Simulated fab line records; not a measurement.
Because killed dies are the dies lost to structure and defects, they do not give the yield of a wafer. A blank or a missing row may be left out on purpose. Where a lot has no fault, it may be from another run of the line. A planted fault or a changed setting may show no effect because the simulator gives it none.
Shared-tool check / flow berkeley cmos170 / Sample size 13 lots and 39 wafers

== WHY IT WAS OPENED ==
UCB170_M3_RS_MEAS_02, reading M3_AL_RS: flagged on 2 of 13 lots. Fault-free wafers read 0.0323 ohm/sq, with a standard deviation of 0.00044.
Rule: a lot gets a flag if all its wafers with a number sit over 4 standard deviations from that mean, or if no wafer of it has a number. The rest of the lots are taken to be sound.

lot=L343; measured=day 9 00:24; on=film metro-01; M3_AL_RS (ohm/sq), wafer by wafer=0.0323 0.0323 0.0322; flag=
lot=L344; measured=day 9 01:52; on=film metro-04; M3_AL_RS (ohm/sq), wafer by wafer=0.0331 0.0329 0.0325; flag=
lot=L345; measured=day 9 02:17; on=film metro-01; M3_AL_RS (ohm/sq), wafer by wafer=0.0321 0.0327 0.0321; flag=
lot=L351; measured=day 11 11:34; on=film metro-04; M3_AL_RS (ohm/sq), wafer by wafer=0.0324 0.0322 0.0319; flag=
lot=L350; measured=day 11 11:49; on=film metro-03; M3_AL_RS (ohm/sq), wafer by wafer=0.0542 0.0526 0.0528; flag=FLAGGED
lot=L352; measured=day 11 15:41; on=film metro-01; M3_AL_RS (ohm/sq), wafer by wafer=0.0513 0.0523 0.0521; flag=FLAGGED
lot=L357; measured=day 13 01:05; on=film metro-04; M3_AL_RS (ohm/sq), wafer by wafer=0.0321 0.0316 0.0322; flag=
lot=L359; measured=day 13 01:29; on=film metro-03; M3_AL_RS (ohm/sq), wafer by wafer=0.0323 0.0323 0.0328; flag=
lot=L361; measured=day 13 12:19; on=film metro-04; M3_AL_RS (ohm/sq), wafer by wafer=0.0315 0.0319 0.0321; flag=
lot=L362; measured=day 13 19:02; on=film metro-01; M3_AL_RS (ohm/sq), wafer by wafer=0.0320 0.0313 0.0327; flag=
lot=L366; measured=day 14 05:55; on=film metro-01; M3_AL_RS (ohm/sq), wafer by wafer=0.0319 0.0326 0.0323; flag=
lot=L365; measured=day 14 08:19; on=film metro-01; M3_AL_RS (ohm/sq), wafer by wafer=0.0321 0.0319 0.0330; flag=
lot=L364; measured=day 14 10:37; on=film metro-03; M3_AL_RS (ohm/sq), wafer by wafer=0.0327 0.0327 0.0324; flag=
The mean of the flagged lots' numbers is 0.0525 ohm/sq, +0.0202 ohm/sq from the usual (+46 standard deviations).

== WHICH TOOL EACH LOT WENT THROUGH ==
The record holds 1 process step before the reading, out of a route of 331 steps. Every cell lists first the tool, next ch and the chambers used by the sampled wafers, and last the start.
lot=L343; flag=; UCB170_M3_SPUTTER_01=pvd sputter-02, day 9 00:19
lot=L344; flag=; UCB170_M3_SPUTTER_01=pvd sputter-03, day 9 01:47
lot=L345; flag=; UCB170_M3_SPUTTER_01=pvd sputter-02, day 9 02:12
lot=L351; flag=; UCB170_M3_SPUTTER_01=pvd sputter-02, day 11 11:29
lot=L350; flag=FLAGGED; UCB170_M3_SPUTTER_01=pvd sputter-04, day 11 11:42
lot=L352; flag=FLAGGED; UCB170_M3_SPUTTER_01=pvd sputter-04, day 11 15:33
lot=L357; flag=; UCB170_M3_SPUTTER_01=pvd sputter-03, day 13 00:56
lot=L359; flag=; UCB170_M3_SPUTTER_01=pvd sputter-02, day 13 01:23
lot=L361; flag=; UCB170_M3_SPUTTER_01=pvd sputter-03, day 13 12:14
lot=L362; flag=; UCB170_M3_SPUTTER_01=pvd sputter-03, day 13 18:57
lot=L366; flag=; UCB170_M3_SPUTTER_01=pvd sputter-04, day 14 05:50
lot=L365; flag=; UCB170_M3_SPUTTER_01=pvd sputter-03, day 14 08:11
lot=L364; flag=; UCB170_M3_SPUTTER_01=pvd sputter-04, day 14 10:32
What is done by these steps:
- UCB170_M3_SPUTTER_01: material Al, target thk 900 nm, time 120 s.
- UCB170_M3_RS_MEAS_02: measures by four-point-probe.

== FLAGGED AGAINST TOTAL, ONE TOOL AT A TIME (gauges that did the reading follow at the end) ==
step=UCB170_M3_SPUTTER_01; tool=pvd sputter-02; lots run=4; flagged=0; share of the flagged lots=none; sound lots run after its first flagged lot=-
step=UCB170_M3_SPUTTER_01; tool=pvd sputter-03; lots run=5; flagged=0; share of the flagged lots=none; sound lots run after its first flagged lot=-
step=UCB170_M3_SPUTTER_01; tool=pvd sputter-04; lots run=4; flagged=2; share of the flagged lots=all; sound lots run after its first flagged lot=2 (L366,L364)
step=UCB170_M3_RS_MEAS_02; tool=film metro-01; lots run=6; flagged=1; share of the flagged lots=some; sound lots run after its first flagged lot=3 (L362,L366,L365)
step=UCB170_M3_RS_MEAS_02; tool=film metro-03; lots run=3; flagged=1; share of the flagged lots=some; sound lots run after its first flagged lot=2 (L359,L364)
step=UCB170_M3_RS_MEAS_02; tool=film metro-04; lots run=4; flagged=0; share of the flagged lots=none; sound lots run after its first flagged lot=-

== WHAT THE TABLE PERMITS ==
In the table, 1 row covers all flagged lots: pvd sputter-04 at UCB170_M3_SPUTTER_01.
- pvd sputter-04 at UCB170_M3_SPUTTER_01: 2 of its 4 lots flagged. Sound lots ran on it after the first flagged one (L366, L364), which a lasting fault on the whole tool wouldn't allow.
Every row of the table either missed a flagged lot or ran a sound lot after the first.

== WHAT WAS PUT IN BY THE SIMULATOR ==
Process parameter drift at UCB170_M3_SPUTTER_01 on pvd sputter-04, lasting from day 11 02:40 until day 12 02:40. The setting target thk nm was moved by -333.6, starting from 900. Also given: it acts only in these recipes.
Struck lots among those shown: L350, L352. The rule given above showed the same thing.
